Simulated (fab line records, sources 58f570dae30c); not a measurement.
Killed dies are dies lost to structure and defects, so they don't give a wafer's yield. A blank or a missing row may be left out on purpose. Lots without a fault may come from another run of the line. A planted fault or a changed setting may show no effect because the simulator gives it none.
Which tool did it? | flow berkeley_cmos170 | 13 lots, 39 wafers sampled, at 2 steps of a route of 331

WHAT THE GAUGES READ, wafer by wafer
UCB170_ACTIVE_CD_MEAS_13: target cd 1200 nm. Usual: cd_nm 1200.3 nm, standard deviation 1.5.
lot  | measured    | on        | cd_nm (nm)           | flag
L894 | day 4 15:46 | cd_sem-01 | 1203.4 1201.4 1202.3 |
L896 | day 5 12:34 | cd_sem-01 | 1200.7 1199.7 1199.2 |
L898 | day 5 13:32 | cd_sem-02 | 1200.4 1199.6 1201.1 |
L902 | day 6 17:14 | cd_sem-02 | 1200.0 1201.8 1202.5 |
L903 | day 6 17:31 | cd_sem-02 | 1283.3 1285.3 1283.6 | OFF
L901 | day 6 17:46 | cd_sem-01 | 1203.2 1203.0 1202.8 |
L910 | day 8 03:04 | cd_sem-01 | 1199.4 1198.4 1199.5 |
L909 | day 8 03:10 | cd_sem-02 | 1201.2 1200.3 1200.6 |
L912 | day 8 04:30 | cd_sem-01 | 1198.8 1198.5 1198.5 |
L915 | day 9 02:09 | cd_sem-02 | 1199.6 1198.4 1198.6 |
L913 | day 9 02:16 | cd_sem-02 | 1200.5 1202.3 1201.5 |
L914 | day 9 02:32 | cd_sem-01 | 1201.5 1200.3 1201.8 |
L916 | day 9 14:56 | cd_sem-01 | 1198.9 1200.2 1200.0 |

WHICH TOOL RAN EACH LOT (tool, then ch and the chambers of the sampled wafers, then the start)
lot  | UCB170_ACTIVE_EXPOSE_10
L894 | krf_scanner-02 ch 0, day 4 15:22
L896 | krf_scanner-01 ch 0, day 5 12:10
L898 | krf_scanner-01 ch 0, day 5 12:17
L902 | krf_scanner-01 ch 0, day 6 16:14
L903 | krf_scanner-01 ch 0, day 6 16:31
L901 | krf_scanner-01 ch 0, day 6 16:37
L910 | krf_scanner-02 ch 0, day 8 02:11
L909 | krf_scanner-01 ch 0, day 8 02:34
L912 | krf_scanner-01 ch 0, day 8 03:08
L915 | krf_scanner-01 ch 0, day 9 01:29
L913 | krf_scanner-02 ch 0, day 9 01:44
L914 | krf_scanner-02 ch 0, day 9 01:55
L916 | krf_scanner-02 ch 0, day 9 14:25
- UCB170_ACTIVE_EXPOSE_10: exposes mask ACTIVE, target cd 1200 nm.

WHAT THE TOOLS THEMSELVES READ (means of the sampled wafers that have a number; where no wafer has one, the mark that the record gives instead)
The record holds no such reading with a usual standard deviation.

THE ANSWER, worked out from the rows above alone
Rule: a lot is off if the mean of its wafers that have a number lies more than 3 standard deviations from the usual mean. A lot without any number at a reading at which 4 lots or more have one is off too. The other lots that the step has rows for count as sound. The gauges are gone through in route order, then the tools' own readings, and for those a lot's mean is taken as printed above. The first step at which some lot is off is used, and at that step the reading that is off furthest; a lot without a number counts as furthest.
Off: L903, at UCB170_ACTIVE_CD_MEAS_13 (cd_nm).
A tool fits if, at a process step before that reading, it ran every lot that is off, and no sound lot after the first of them. The gauges at UCB170_ACTIVE_CD_MEAS_13 are tried like those tools. None of those tried fits.

WHAT THE SIMULATOR HAD PUT IN
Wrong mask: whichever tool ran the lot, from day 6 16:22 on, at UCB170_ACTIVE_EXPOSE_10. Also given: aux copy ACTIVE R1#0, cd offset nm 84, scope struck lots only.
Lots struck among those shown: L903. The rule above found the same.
